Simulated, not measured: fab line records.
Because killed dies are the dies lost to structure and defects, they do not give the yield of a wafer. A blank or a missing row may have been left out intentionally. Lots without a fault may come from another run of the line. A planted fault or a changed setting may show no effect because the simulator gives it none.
Which tool was responsible? / flow berkeley_cmos170 / route of 331 steps, sampled at 1 step: 7 lots, 21 wafers

## WHAT EACH GAUGE READ, for each wafer
UCB170_NWELL_TW_MEAS_16.
lot=L927; measured=day 3 01:54; on=film_metro-02; NWELL_TW=1245 1247 1239
lot=L928; measured=day 3 08:47; on=film_metro-04; NWELL_TW=1268 1269 1264
lot=L931; measured=day 4 00:36; on=film_metro-01; NWELL_TW=1251 1251 1250
lot=L935; measured=day 4 16:05; on=film_metro-01; NWELL_TW=1254 1245 1247
lot=L941; measured=day 6 04:19; on=film_metro-04; NWELL_TW=1258 1261 1262
lot=L944; measured=day 6 19:31; on=film_metro-04; NWELL_TW=1263 1265 1261
lot=L947; measured=day 7 06:31; on=film_metro-01; NWELL_TW=1244 1240 1238

## EACH LOT AND THE TOOL THAT RAN IT (in order: tool; ch and the chambers of the sampled wafers; start)
The record holds no process step before these readings.

## THE ANSWER, worked out from the rows above alone
Rule: what is usual is taken from the lots themselves. Put in order of their means at a reading, lots are off if they are a third of the lots or fewer, leave a main group of 4 or more, and stand apart from it by a gap of 3 or more times the standard deviation of the main group's means; of several such gaps the widest counts. A main group whose means are all the same, to the digits that the tables above print for the reading, isn't used. A lot without any number at a reading at which 4 lots or more have one is off too. All remaining lots with rows at the step are treated as sound.
Nothing can be told from this: no lot is off at any reading shown.

## WHAT WAS PUT IN BY THE SIMULATOR
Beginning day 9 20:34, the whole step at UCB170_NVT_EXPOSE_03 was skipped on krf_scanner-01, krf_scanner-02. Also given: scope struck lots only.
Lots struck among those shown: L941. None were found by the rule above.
